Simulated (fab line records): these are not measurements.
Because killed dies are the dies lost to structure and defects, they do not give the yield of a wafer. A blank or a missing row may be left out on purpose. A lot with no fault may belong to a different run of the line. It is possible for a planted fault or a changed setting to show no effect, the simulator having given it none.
Which tool is to blame? / flow rit cmos / Sampling: 14 lots, 42 wafers, 2 of 202 route steps

WHAT EACH GAUGE READ, for each wafer
RIT_ACTIVE_THK_MEAS_04.
lot=L908; measured=day 1 15:32; on=film metro-01; ACTIVE_NITRIDE_THK (nm)=151.0 151.6 151.7
lot=L909; measured=day 1 20:47; on=film metro-01; ACTIVE_NITRIDE_THK (nm)=147.0 146.3 147.0
lot=L910; measured=day 1 23:32; on=film metro-02; ACTIVE_NITRIDE_THK (nm)=149.1 149.9 148.5
lot=L911; measured=day 2 04:32; on=film metro-04; ACTIVE_NITRIDE_THK (nm)=149.7 149.5 149.8
lot=L912; measured=day 2 09:32; on=film metro-01; ACTIVE_NITRIDE_THK (nm)=148.0 149.4 149.3
lot=L913; measured=day 2 15:43; on=film metro-02; ACTIVE_NITRIDE_THK (nm)=135.5 133.5 134.6
lot=L915; measured=day 3 00:32; on=film metro-04; ACTIVE_NITRIDE_THK (nm)=147.7 147.4 146.8
lot=L916; measured=day 3 06:02; on=film metro-04; ACTIVE_NITRIDE_THK (nm)=131.9 131.4 131.3
lot=L923; measured=day 4 16:32; on=film metro-04; ACTIVE_NITRIDE_THK (nm)=150.8 151.0 151.3
lot=L925; measured=day 5 02:32; on=film metro-01; ACTIVE_NITRIDE_THK (nm)=147.3 148.0 149.2
lot=L928; measured=day 5 20:08; on=film metro-02; ACTIVE_NITRIDE_THK (nm)=153.2 153.4 151.6
lot=L929; measured=day 5 23:58; on=film metro-02; ACTIVE_NITRIDE_THK (nm)=149.7 150.0 149.8
lot=L930; measured=day 6 04:04; on=film metro-01; ACTIVE_NITRIDE_THK (nm)=151.3 151.0 150.3
lot=L931; measured=day 6 09:19; on=film metro-04; ACTIVE_NITRIDE_THK (nm)=149.0 150.2 149.6

WHICH TOOL RAN EACH LOT (tool, then ch and the chambers of the sampled wafers, then the start)
lot=L908; RIT_ACTIVE_CVD_03=lpcvd-02 ch 0, day 1 14:07
lot=L909; RIT_ACTIVE_CVD_03=lpcvd-02 ch 1, day 1 19:22
lot=L910; RIT_ACTIVE_CVD_03=lpcvd-01 ch 1, day 1 22:07
lot=L911; RIT_ACTIVE_CVD_03=lpcvd-01 ch 1, day 2 03:07
lot=L912; RIT_ACTIVE_CVD_03=lpcvd-01 ch 0, day 2 08:07
lot=L913; RIT_ACTIVE_CVD_03=lpcvd-01 ch 0, day 2 13:35
lot=L915; RIT_ACTIVE_CVD_03=lpcvd-02 ch 0, day 2 23:07
lot=L916; RIT_ACTIVE_CVD_03=lpcvd-01 ch 1, day 3 04:38
lot=L923; RIT_ACTIVE_CVD_03=lpcvd-02 ch 1, day 4 15:07
lot=L925; RIT_ACTIVE_CVD_03=lpcvd-02 ch 1, day 5 01:07
lot=L928; RIT_ACTIVE_CVD_03=lpcvd-01 ch 1, day 5 18:44
lot=L929; RIT_ACTIVE_CVD_03=lpcvd-02 ch 0, day 5 22:32
lot=L930; RIT_ACTIVE_CVD_03=lpcvd-01 ch 0, day 6 02:38
lot=L931; RIT_ACTIVE_CVD_03=lpcvd-02 ch 0, day 6 07:12
- RIT_ACTIVE_CVD_03: deposits Si3N4 from SiH2Cl2/NH3, target thk 150 nm, time 1500 s.

WHAT THE TOOLS THEMSELVES READ (means of the sampled wafers that have a number; where no wafer has one, the mark that the record gives instead)
RIT_ACTIVE_CVD_03.
lot=L908; tool=lpcvd-02; zone power source pct (%)=22.2
lot=L909; tool=lpcvd-02; zone power source pct (%)=21.7
lot=L910; tool=lpcvd-01; zone power source pct (%)=20.1
lot=L911; tool=lpcvd-01; zone power source pct (%)=20.1
lot=L912; tool=lpcvd-01; zone power source pct (%)=17.9
lot=L913; tool=lpcvd-01; zone power source pct (%)=18.1
lot=L915; tool=lpcvd-02; zone power source pct (%)=22.3
lot=L916; tool=lpcvd-01; zone power source pct (%)=20.2
lot=L923; tool=lpcvd-02; zone power source pct (%)=21.6
lot=L925; tool=lpcvd-02; zone power source pct (%)=21.8
lot=L928; tool=lpcvd-01; zone power source pct (%)=20.3
lot=L929; tool=lpcvd-02; zone power source pct (%)=22.0
lot=L930; tool=lpcvd-01; zone power source pct (%)=18.0
lot=L931; tool=lpcvd-02; zone power source pct (%)=22.2

THE ANSWER, worked out from the rows above alone
Rule: usual is defined by the lots themselves. Put in order of their means at a reading, lots are off if they are a third of the lots or fewer, leave a main group of 4 or more, and stand apart from it by a gap of 3 or more times the standard deviation of the main group's means; of several such gaps the widest counts. The tables above print the reading to a certain number of digits; a main group whose means all agree to those digits is not used. A lot without any number at a reading at which 4 lots or more have one is off too. The other lots that the step has rows for count as sound. The gauges are gone through in route order, then the tools' own readings, and for those a lot's mean is taken as printed above. At the first step where some lot is off, the reading lying furthest off is the one used; lots without a number count as furthest.
Off: L913, L916, seen at RIT_ACTIVE_THK_MEAS_04 (ACTIVE_NITRIDE_THK). The main group: mean 149.6 nm, standard deviation 1.7.
If a tool, at a process step before that reading, ran all the lots that are off and no sound lot after the first of them, it fits. Those tools and the gauges at RIT_ACTIVE_THK_MEAS_04 are tried in the same way. Not one of the candidates tried fits.

WHAT WAS PUT IN BY THE SIMULATOR
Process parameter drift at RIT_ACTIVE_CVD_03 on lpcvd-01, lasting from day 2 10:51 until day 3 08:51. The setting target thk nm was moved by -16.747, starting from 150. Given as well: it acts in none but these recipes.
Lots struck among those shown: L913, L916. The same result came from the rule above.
